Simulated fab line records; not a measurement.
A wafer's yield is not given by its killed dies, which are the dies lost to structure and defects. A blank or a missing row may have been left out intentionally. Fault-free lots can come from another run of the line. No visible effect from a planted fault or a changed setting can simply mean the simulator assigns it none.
fab line records | flow rit_cmos
record lots=15 | wafers=45 | last_day=7
route steps=202 shown NWELL@34 PLDD@120
lots with no fault: from the same line, run without faults
start_h: hours from the record's first day to the start of the lot's first wafer shown | wait_h: hours from the lot's prior step to this one | " unchanged from the row above | L1.1+2: one row covering several wafers at once | - no value, or no start was given | * or withheld: withheld | < > ~ a bound
route shown NAME@n: NAME is a module with steps in the file, n the number in the route of the first one | usual: mean/standard deviation of fault-free wafers | same: alike in all rows | chamber/n: place in a boat | sites: the reading at each site | _std_site: how widely they spread, as a standard deviation | _edge_site: inner sites' mean taken away from outer sites' mean | radius_mm: how far each site lies from the wafer's centre | mask NAME#n: copy n | behind: the most recent tool/chamber to have shaped the wafer | hold: why the lot was held/for how many hours/how that ended | device: the transistor (n, p or np) that didn't switch | end of line: the same wafers' tests at the end of the route | step lacking rows: just its recipe | killed: not the wafer's yield, but the dies lost to structure and defects at the first sort | map: a wafer's dies, marking killed ones x, the rest . and places with no die _
set.NAME: the setting that was run; set.NAME@STEP: the one run at that earlier step | model.NAME: the simulator's own value behind a step, which no gauge read
the route's steps for a sample of lots (tables are steps, rows are wafers)
services: a tool's chamber out of use, with start hour (start_h, from the record's first day; less than 0 if before it), hours out, and reason
## steps
# step RIT_NWELL_OVL_MEAS_06
# usual NWELL_OVL=0.1/1.3
lot.wafer | tool       | chamber | start_h | wait_h | NWELL_OVL[nm]
L402.1    | overlay-01 | -       | 22.95   | -      | -1.1
L402.4    | "          | -       | "       | "      | -0.7
L402.6    | "          | -       | "       | "      | 0.8
L403.2    | overlay-02 | -       | 26.93   | -      | 0.5
L403.3    | "          | -       | "       | "      | 0.8
L403.6    | "          | -       | "       | "      | -1.0
L404.2    | overlay-02 | -       | 30.85   | -      | -1.0
L404.3    | "          | -       | "       | "      | 0.1
L404.4    | "          | -       | "       | "      | 1.4
L405.3    | overlay-01 | -       | 36.41   | -      | -0.8
L405.4    | "          | -       | "       | "      | -0.2
L405.6    | "          | -       | "       | "      | -1.9
L407.3    | overlay-01 | -       | 47.56   | -      | -2.0
L407.5    | "          | -       | "       | "      | -0.2
L407.6    | "          | -       | "       | "      | 0.7
L408.1    | overlay-02 | -       | 53.46   | -      | 0.7
L408.3    | "          | -       | "       | "      | 0.6
L408.4    | "          | -       | "       | "      | -0.5
L409.1    | overlay-01 | -       | 56.93   | -      | 1.4
L409.2    | "          | -       | "       | "      | 1.8
L409.3    | "          | -       | "       | "      | 2.1
L410.2    | overlay-02 | -       | 61.95   | -      | -1.4
L410.4    | "          | -       | "       | "      | 0.8
L410.6    | "          | -       | "       | "      | 1.0
L419.1    | overlay-01 | -       | 109.11  | -      | 2.8
L419.2    | "          | -       | "       | "      | 2.8
L419.4    | "          | -       | "       | "      | 2.3
L420.1    | overlay-01 | -       | 112.26  | -      | -0.3
L420.3    | "          | -       | "       | "      | 1.0
L420.4    | "          | -       | "       | "      | -0.4
L421.2    | overlay-01 | -       | 117.91  | -      | 1.2
L421.3    | "          | -       | "       | "      | 1.3
L421.6    | "          | -       | "       | "      | 0.5
L422.1    | overlay-01 | -       | 123.54  | -      | 1.3
L422.2    | "          | -       | "       | "      | -1.6
L422.3    | "          | -       | "       | "      | 0.7
L423.1    | overlay-02 | -       | 126.99  | -      | -0.1
L423.3    | "          | -       | "       | "      | 1.7
L423.6    | "          | -       | "       | "      | 1.2
L424.1    | overlay-02 | -       | 131.91  | -      | 2.0
L424.2    | "          | -       | "       | "      | 0.4
L424.6    | "          | -       | "       | "      | -0.1
L425.4    | overlay-02 | -       | 138.40  | -      | -1.4
L425.5    | "          | -       | "       | "      | -0.1
L425.6    | "          | -       | "       | "      | 1.4
# step RIT_PLDD_OVL_MEAS_06
# usual PLDD_OVL=-2.2/1.4
lot.wafer | tool       | chamber | start_h | wait_h | PLDD_OVL[nm]
L402.1    | overlay-02 | -       | 45.33   | -      | 1.6
L402.4    | "          | -       | "       | "      | -1.1
L402.6    | "          | -       | "       | "      | -0.8
L403.2    | overlay-01 | -       | 51.98   | -      | -1.3
L403.3    | "          | -       | "       | "      | -0.9
L403.6    | "          | -       | "       | "      | 1.8
L404.2    | overlay-02 | -       | 54.62   | -      | -1.7
L404.3    | "          | -       | "       | "      | -1.5
L404.4    | "          | -       | "       | "      | -2.0
L405.3    | overlay-01 | -       | 61.87   | -      | -1.6
L405.4    | "          | -       | "       | "      | -2.6
L405.6    | "          | -       | "       | "      | -1.6
L407.3    | overlay-01 | -       | 73.22   | -      | -1.9
L407.5    | "          | -       | "       | "      | -1.5
L407.6    | "          | -       | "       | "      | -2.3
L408.1    | overlay-01 | -       | 78.58   | -      | -1.7
L408.3    | "          | -       | "       | "      | -1.4
L408.4    | "          | -       | "       | "      | -2.8
L409.1    | overlay-02 | -       | 81.96   | -      | -3.3
L409.2    | "          | -       | "       | "      | -0.9
L409.3    | "          | -       | "       | "      | -1.5
L410.2    | overlay-02 | -       | 91.28   | -      | -2.1
L410.4    | "          | -       | "       | "      | -1.8
L410.6    | "          | -       | "       | "      | -2.0
L419.1    | overlay-01 | -       | 133.37  | -      | -4.5
L419.2    | "          | -       | "       | "      | -1.8
L419.4    | "          | -       | "       | "      | -3.0
L420.1    | overlay-02 | -       | 137.63  | -      | -4.4
L420.3    | "          | -       | "       | "      | -2.8
L420.4    | "          | -       | "       | "      | -5.2
L421.2    | overlay-02 | -       | 143.88  | -      | -1.9
L421.3    | "          | -       | "       | "      | -1.5
L421.6    | "          | -       | "       | "      | -3.4
L422.1    | overlay-02 | -       | 146.99  | -      | 0.1
L422.2    | "          | -       | "       | "      | -0.1
L422.3    | "          | -       | "       | "      | 0.5
L423.1    | overlay-01 | -       | 149.96  | -      | -1.5
L423.3    | "          | -       | "       | "      | -1.3
L423.6    | "          | -       | "       | "      | -1.6
L424.1    | overlay-02 | -       | 157.72  | -      | -2.9
L424.2    | "          | -       | "       | "      | -0.8
L424.6    | "          | -       | "       | "      | -3.1
L425.4    | overlay-01 | -       | 160.19  | -      | -3.1
L425.5    | "          | -       | "       | "      | -3.4
L425.6    | "          | -       | "       | "      | -3.1
# step RIT_PLDD_IMPLANT_08
# recipe species=BF2 | energy_kev=20 | dose_cm2=9e+14 | tilt_deg=7
# usual tilt_deg=7.001/0.024
lot.wafer | tool         | chamber | start_h | wait_h | tilt_deg
L402.1    | implanter-01 | 0       | 45.51   | 0.1    | 6.966
L402.4    | "            | 0       | "       | "      | 7.015
L402.6    | "            | 0       | "       | "      | 7.029
L403.2    | implanter-03 | 0       | 52.19   | 0.1    | 7.000
L403.3    | "            | 0       | "       | "      | 6.986
L403.6    | "            | 0       | "       | "      | 6.984
L404.2    | implanter-03 | 0       | 54.83   | 0.1    | 6.955
L404.3    | "            | 0       | "       | "      | 6.985
L404.4    | "            | 0       | "       | "      | 7.032
L405.3    | implanter-02 | 0       | 62.09   | 0.1    | 7.018
L405.4    | "            | 0       | "       | "      | 7.015
L405.6    | "            | 0       | "       | "      | 7.029
L407.3    | implanter-03 | 0       | 73.45   | 0.1    | 7.016
L407.5    | "            | 0       | "       | "      | 6.987
L407.6    | "            | 0       | "       | "      | 6.989
L408.1    | implanter-03 | 0       | 78.77   | 0.1    | 7.593
L408.3    | "            | 0       | "       | "      | 7.604
L408.4    | "            | 0       | "       | "      | 7.581
L409.1    | implanter-03 | 0       | 82.14   | 0.1    | 7.574
L409.2    | "            | 0       | "       | "      | 7.542
L409.3    | "            | 0       | "       | "      | 7.571
L410.2    | implanter-03 | 0       | 91.49   | 0.1    | 7.575
L410.4    | "            | 0       | "       | "      | 7.579
L410.6    | "            | 0       | "       | "      | 7.581
L419.1    | implanter-02 | 0       | 133.60  | 0.1    | 7.018
L419.2    | "            | 0       | "       | "      | 7.035
L419.4    | "            | 0       | "       | "      | 7.031
L420.1    | implanter-02 | 0       | 137.93  | 0.1    | 7.028
L420.3    | "            | 0       | "       | "      | 7.004
L420.4    | "            | 0       | "       | "      | 7.010
L421.2    | implanter-02 | 0       | 144.10  | 0.1    | 7.023
L421.3    | "            | 0       | "       | "      | 6.967
L421.6    | "            | 0       | "       | "      | 7.022
L422.1    | implanter-01 | 0       | 147.17  | 0.1    | 6.986
L422.2    | "            | 0       | "       | "      | 6.988
L422.3    | "            | 0       | "       | "      | 6.991
L423.1    | implanter-03 | 0       | 150.14  | 0.1    | 7.015
L423.3    | "            | 0       | "       | "      | 6.977
L423.6    | "            | 0       | "       | "      | 7.016
L424.1    | implanter-01 | 0       | 157.90  | 0.1    | 7.032
L424.2    | "            | 0       | "       | "      | 7.028
L424.6    | "            | 0       | "       | "      | 7.015
L425.4    | implanter-03 | 0       | 160.43  | 0.1    | 6.989
L425.5    | "            | 0       | "       | "      | 6.983
L425.6    | "            | 0       | "       | "      | 6.982
# step RIT_PLDD_STRIP_09
# recipe chemistry=O2 | time_s=180 | resist=NOVOLAK | platen_temp_c=withheld | power_w=500 | pressure_mtorr=4000 | o2_flow_sccm=3853
# usual chamber_pressure_mTorr=4000/3.2 | drypump_motor_current_A=5.8/0.31
lot.wafer | tool            | chamber | start_h | wait_h | chamber_pressure_mTorr | drypump_motor_current_A | rf_hours_counter_h
L402.1    | plasma_asher-02 | 1       | 45.66   | 0.1    | 3993                   | 5.6                     | 27
L402.4    | "               | 0       | "       | "      | 3999                   | 5.7                     | -
L402.6    | "               | 1       | "       | "      | 4000                   | 5.6                     | -
L403.2    | plasma_asher-03 | 1       | 52.31   | 0.1    | 4000                   | 6.1                     | 38
L403.3    | "               | 1       | "       | "      | 3999                   | 6.1                     | -
L403.6    | "               | 0       | "       | "      | 4001                   | 6.1                     | -
L404.2    | plasma_asher-03 | 1       | 54.95   | 0.1    | 4001                   | 6.1                     | 38
L404.3    | "               | 0       | "       | "      | 4007                   | 6.2                     | -
L404.4    | "               | 1       | "       | "      | 3996                   | 6.1                     | -
L405.3    | plasma_asher-03 | 0       | 62.25   | 0.1    | 3999                   | 6.2                     | -
L405.4    | "               | 1       | "       | "      | 4002                   | 6.1                     | -
L405.6    | "               | 0       | "       | "      | 3999                   | 6.2                     | -
L407.3    | plasma_asher-04 | 0       | 73.60   | 0.1    | 4005                   | 6.1                     | -
L407.5    | "               | 1       | "       | "      | 4001                   | 5.3                     | -
L407.6    | "               | 0       | "       | "      | 4001                   | 6.1                     | -
L408.1    | plasma_asher-02 | 1       | 78.92   | 0.1    | 4002                   | 5.7                     | 31
L408.3    | "               | 0       | "       | "      | 4007                   | 5.7                     | -
L408.4    | "               | 1       | "       | "      | 4001                   | 5.7                     | -
L409.1    | plasma_asher-03 | 1       | 82.29   | 0.1    | 4003                   | 6.1                     | 41
L409.2    | "               | 0       | "       | "      | 4001                   | 6.2                     | 41
L409.3    | "               | 0       | "       | "      | 3996                   | 6.2                     | -
L410.2    | plasma_asher-03 | 0       | 91.61   | 0.1    | 3997                   | 6.2                     | 42
L410.4    | "               | 0       | "       | "      | 3995                   | 6.1                     | -
L410.6    | "               | 0       | "       | "      | 3998                   | 6.2                     | -
L419.1    | plasma_asher-03 | 0       | 133.75  | 0.1    | 3994                   | 6.1                     | 47
L419.2    | "               | 1       | "       | "      | 4000                   | 6.1                     | 47
L419.4    | "               | 0       | "       | "      | 3996                   | 6.2                     | -
L420.1    | plasma_asher-04 | 1       | 138.08  | 0.1    | 4003                   | 5.3                     | 2
L420.3    | "               | 1       | "       | "      | 4000                   | 5.3                     | -
L420.4    | "               | 0       | "       | "      | 3996                   | 6.1                     | -
L421.2    | plasma_asher-03 | 0       | 144.23  | 0.1    | 3998                   | 6.2                     | 49
L421.3    | "               | 0       | "       | "      | 4004                   | 6.2                     | -
L421.6    | "               | 1       | "       | "      | 3995                   | 6.1                     | -
L422.1    | plasma_asher-02 | 1       | 147.32  | 0.1    | 4000                   | 5.6                     | 36
L422.2    | "               | 0       | "       | "      | 3998                   | 5.6                     | 36
L422.3    | "               | 0       | "       | "      | 4003                   | 5.6                     | -
L423.1    | plasma_asher-02 | 0       | 150.29  | 0.1    | 3997                   | 5.6                     | 37
L423.3    | "               | 1       | "       | "      | 4000                   | 5.7                     | -
L423.6    | "               | 0       | "       | "      | 4001                   | 5.6                     | -
L424.1    | plasma_asher-03 | 0       | 158.05  | 0.1    | 4000                   | 6.2                     | 50
L424.2    | "               | 1       | "       | "      | 3996                   | 6.1                     | 50
L424.6    | "               | 0       | "       | "      | 3996                   | 6.2                     | -
L425.4    | plasma_asher-04 | 0       | 160.57  | 0.1    | 4000                   | 6.1                     | -
L425.5    | "               | 1       | "       | "      | 4003                   | 5.3                     | -
L425.6    | "               | 0       | "       | "      | 3999                   | 6.1                     | -
# step RIT_SDANNEAL_RS_MEAS_06
# recipe thk_meas_gauge=four-point-probe
# usual PLDD_RS=178.5/0.49
lot.wafer | tool          | chamber | start_h | wait_h | PLDD_RS[ohm/sq]
L402.1    | film_metro-01 | -       | 52.02   | 0.1    | 178.4
L402.4    | "             | -       | "       | "      | 178.3
L402.6    | "             | -       | "       | "      | 178.3
L403.2    | film_metro-03 | -       | 58.83   | 0.1    | 178.4
L403.3    | "             | -       | "       | "      | 178.4
L403.6    | "             | -       | "       | "      | 178.8
L404.2    | film_metro-01 | -       | 61.46   | 0.1    | 177.7
L404.3    | "             | -       | "       | "      | 178.4
L404.4    | "             | -       | "       | "      | 177.8
L405.3    | film_metro-03 | -       | 69.06   | 0.1    | 177.6
L405.4    | "             | -       | "       | "      | 178.4
L405.6    | "             | -       | "       | "      | 178.3
L407.3    | film_metro-03 | -       | 80.09   | 0.1    | 178.9
L407.5    | "             | -       | "       | "      | 179.3
L407.6    | "             | -       | "       | "      | 178.6
L408.1    | film_metro-01 | -       | 85.33   | 0.1    | -
L408.3    | "             | -       | "       | "      | -
L408.4    | "             | -       | "       | "      | -
L409.1    | film_metro-04 | -       | 88.65   | 0.1    | -
L409.2    | "             | -       | "       | "      | -
L409.3    | "             | -       | "       | "      | -
L410.2    | film_metro-04 | -       | 98.01   | 0.1    | -
L410.4    | "             | -       | "       | "      | -
L410.6    | "             | -       | "       | "      | -
L419.1    | film_metro-01 | -       | 140.34  | 0.1    | 178.7
L419.2    | "             | -       | "       | "      | 179.0
L419.4    | "             | -       | "       | "      | 178.4
L420.1    | film_metro-01 | -       | 144.39  | 0.1    | 178.3
L420.3    | "             | -       | "       | "      | 178.3
L420.4    | "             | -       | "       | "      | 178.0
L421.2    | film_metro-01 | -       | 150.90  | 0.1    | 178.6
L421.3    | "             | -       | "       | "      | 179.2
L421.6    | "             | -       | "       | "      | 178.6
L422.1    | film_metro-04 | -       | 153.68  | 0.1    | 178.7
L422.2    | "             | -       | "       | "      | 178.3
L422.3    | "             | -       | "       | "      | 178.6
L423.1    | film_metro-01 | -       | 156.93  | 0.1    | 178.3
L423.3    | "             | -       | "       | "      | 178.6
L423.6    | "             | -       | "       | "      | 178.1
L424.1    | film_metro-03 | -       | 164.44  | 0.1    | 177.7
L424.2    | "             | -       | "       | "      | 178.4
L424.6    | "             | -       | "       | "      | 177.3
L425.4    | film_metro-03 | -       | 167.09  | 0.1    | 178.3
L425.5    | "             | -       | "       | "      | 178.6
L425.6    | "             | -       | "       | "      | 178.7
## services
tool            | chamber | start_h | hours | kind
plasma_asher-03 | -       | 23.76   | 2.9   | repair
implanter-02    | -       | 87.65   | 5.7   | repair
implanter-01    | -       | 91.33   | 1.1   | repair
plasma_asher-02 | -       | 104.47  | 14.6  | pm
plasma_asher-04 | -       | 108.84  | 9.0   | pm
plasma_asher-04 | 0       | 108.84  | 9.0   | vent_cycle
plasma_asher-04 | 1       | 108.84  | 9.0   | vent_cycle
plasma_asher-04 | 0       | 117.84  | -     | clean
plasma_asher-04 | 1       | 117.84  | -     | clean
implanter-02    | -       | 140.11  | 1.0   | repair
implanter-03    | -       | 144.48  | 1.5   | repair
## key
first_sign step=RIT_PLDD_IMPLANT_08 | reading=tilt_deg | direction=up | sigmas=24 | usual=7.001 | struck=7.578
effect step=RIT_SDANNEAL_RS_MEAS_06 | reading=PLDD_RS | direction=missing
met_at RIT_PLDD_IMPLANT_08
struck_lots L408,L409,L410
tester_left_out L408,L409,L410
not_acting_at RIT_NWELL_OVL_MEAS_06,RIT_PLDD_OVL_MEAS_06,RIT_PLDD_STRIP_09
onset_between 73.45 78.77
fault kind=process_parameter_drift | tool=implanter-03 | chamber=- | onset_h=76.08 | steps=RIT_PLDD_IMPLANT_08 | channel=tilt_deg | offset=0.5764 | shape=step | end_h=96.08 | acts_in=these_recipes_only | stated=7
# tester_left_out: of these lots the tester's yield and bins aren't shown, on N5 and GAA mostly nor the transistor test; their killed dies are dies lost to structure and defects alone, not to doping, threshold or leakage, so they don't give the yield
